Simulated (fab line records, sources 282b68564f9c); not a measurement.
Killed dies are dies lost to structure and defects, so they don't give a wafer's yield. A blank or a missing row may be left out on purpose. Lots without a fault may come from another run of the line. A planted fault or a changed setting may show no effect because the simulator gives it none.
Which tool did it? | flow rit_cmos | 13 lots, 39 wafers sampled, at 2 steps of a route of 202

WHAT THE GAUGES READ, wafer by wafer
The record holds no reading of a measuring or inspecting step that can be judged against a usual standard deviation.

WHICH TOOL RAN EACH LOT (tool, then ch and the chambers of the sampled wafers, then the start)
lot  | RIT_M1_SPUTTER_00           | RIT_M1_PROBE_99
L252 | pvd_sputter-03, day 3 11:29 | prober-02, day 3 15:37
L253 | pvd_sputter-04, day 4 00:50 | prober-01, day 4 05:08
L254 | pvd_sputter-03, day 4 01:56 | prober-02, day 4 06:38
L255 | pvd_sputter-02, day 4 05:00 | prober-01, day 4 09:03
L256 | pvd_sputter-03, day 4 11:35 | prober-02, day 4 15:49
L257 | pvd_sputter-02, day 4 19:37 | prober-01, day 4 23:38
L259 | pvd_sputter-02, day 4 23:23 | prober-01, day 5 04:14
L262 | pvd_sputter-03, day 5 17:34 | prober-02, day 5 21:53
L263 | pvd_sputter-04, day 5 22:59 | prober-01, day 6 03:04
L265 | pvd_sputter-04, day 6 08:24 | prober-01, day 6 12:25
L266 | pvd_sputter-03, day 6 13:07 | prober-02, day 6 17:23
L271 | pvd_sputter-04, day 7 12:53 | prober-01, day 7 17:02
L273 | pvd_sputter-04, day 8 00:32 | prober-01, day 8 04:44
- RIT_M1_SPUTTER_00: material Al, target thk 400 nm, time 500 s.
- RIT_M1_PROBE_99

WHAT THE TOOLS THEMSELVES READ (means of the sampled wafers that have a number; where no wafer has one, the mark that the record gives instead)
RIT_M1_SPUTTER_00.
lot  | tool           | throttle_valve_pct (%)
L252 | pvd_sputter-03 | 29.6
L253 | pvd_sputter-04 | 31.1
L254 | pvd_sputter-03 | 30.1
L255 | pvd_sputter-02 | 31.6
L256 | pvd_sputter-03 | 29.3
L257 | pvd_sputter-02 | 32.1
L259 | pvd_sputter-02 | 32.2
L262 | pvd_sputter-03 | 29.3
L263 | pvd_sputter-04 | 30.0
L265 | pvd_sputter-04 | 30.3
L266 | pvd_sputter-03 | 29.8
L271 | pvd_sputter-04 | 30.3
L273 | pvd_sputter-04 | 30.9

RIT_M1_PROBE_99.
lot  | tool      | defect_limited_yield (%) | killed_at_M0_to_M3 | killed_at_contacts | killed_at_front_end | killed_dies | killed_open | killed_short | sort_bin_3_pad_short (%) | sort_bin_5_function (%) | sort_bin_6_memory (%) | sort_n_pass | sort_yield_pct (%)
L252 | prober-02 | 96.0                     | 0.0                | 0.0                | 11                  | 11          | 5.0         | 5.7          | 0.1                      | 2.9                     | 1.0                   | 253         | 96.0
L253 | prober-01 | 97.3                     | 0.0                | 0.3                | 7                   | 7           | 4.3         | 2.7          | 0.1                      | 1.4                     | 1.2                   | 257         | 97.3
L254 | prober-02 | 97.0                     | 0.0                | 0.0                | 8                   | 8           | 3.7         | 4.3          | 0.0                      | 2.0                     | 1.0                   | 256         | 97.0
L255 | prober-01 | 98.0                     | 0.0                | 0.0                | 5                   | 5           | 2.3         | 3.0          | 0.1                      | 1.4                     | 0.5                   | 259         | 98.0
L256 | prober-02 | 97.2                     | 0.0                | 0.0                | 7                   | 7           | 4.0         | 3.3          | 0.0                      | 1.9                     | 0.9                   | 257         | 97.2
L257 | prober-01 | 96.4                     | 0.0                | 0.3                | 9                   | 10          | 4.0         | 5.7          | 0.0                      | 2.4                     | 1.3                   | 254         | 96.4
L259 | prober-01 | 97.9                     | 0.0                | 0.0                | 6                   | 6           | 3.3         | 2.3          | 0.0                      | 1.4                     | 0.8                   | 258         | 97.9
L262 | prober-02 | 96.6                     | 0.0                | 0.0                | 9                   | 9           | 5.3         | 3.7          | 0.1                      | 1.6                     | 1.6                   | 255         | 96.6
L263 | prober-01 | 97.2                     | 0.0                | 0.0                | 7                   | 7           | 4.3         | 3.0          | 0.0                      | 1.8                     | 1.0                   | 257         | 97.2
L265 | prober-01 | 97.3                     | 0.0                | 0.0                | 7                   | 7           | 2.7         | 4.3          | 0.1                      | 1.2                     | 1.3                   | 257         | 97.3
L266 | prober-02 | 94.6                     | 10.0               | 0.0                | 4                   | 14          | 2.3         | 2.0          | 0.4                      | 3.2                     | 1.9                   | 250         | 94.6
L271 | prober-01 | 98.1                     | 0.0                | 0.0                | 5                   | 5           | 3.0         | 2.0          | 0.0                      | 1.0                     | 0.9                   | 259         | 98.1
L273 | prober-01 | 98.7                     | 0.0                | 0.0                | 3                   | 3           | 2.3         | 1.0          | 0.1                      | 0.8                     | 0.4                   | 261         | 98.7

THE ANSWER, worked out from the rows above alone
Rule: what is usual is taken from the lots themselves. Put in order of their means at a reading, lots are off if they are a third of the lots or fewer, leave a main group of 4 or more, and stand apart from it by a gap of 3 or more times the standard deviation of the main group's means; of several such gaps the widest counts. A main group whose means are all the same, to the digits that the tables above print for the reading, isn't used. A lot without any number at a reading at which 4 lots or more have one is off too. The other lots that the step has rows for count as sound. The gauges are gone through in route order, then the tools' own readings, and for those a lot's mean is taken as printed above. The first step at which some lot is off is used, and at that step the reading that is off furthest; a lot without a number counts as furthest.
Off: L266, at RIT_M1_PROBE_99 (sort_bin_3_pad_short). The main group: mean 0.1 %, standard deviation 0.05.
A tool fits if, at that step or a process step before it, it ran every lot that is off, and no sound lot after the first of them. Can't be told from this: 2 tools fit, pvd_sputter-03 at RIT_M1_SPUTTER_00, prober-02 at RIT_M1_PROBE_99.

WHAT THE SIMULATOR HAD PUT IN
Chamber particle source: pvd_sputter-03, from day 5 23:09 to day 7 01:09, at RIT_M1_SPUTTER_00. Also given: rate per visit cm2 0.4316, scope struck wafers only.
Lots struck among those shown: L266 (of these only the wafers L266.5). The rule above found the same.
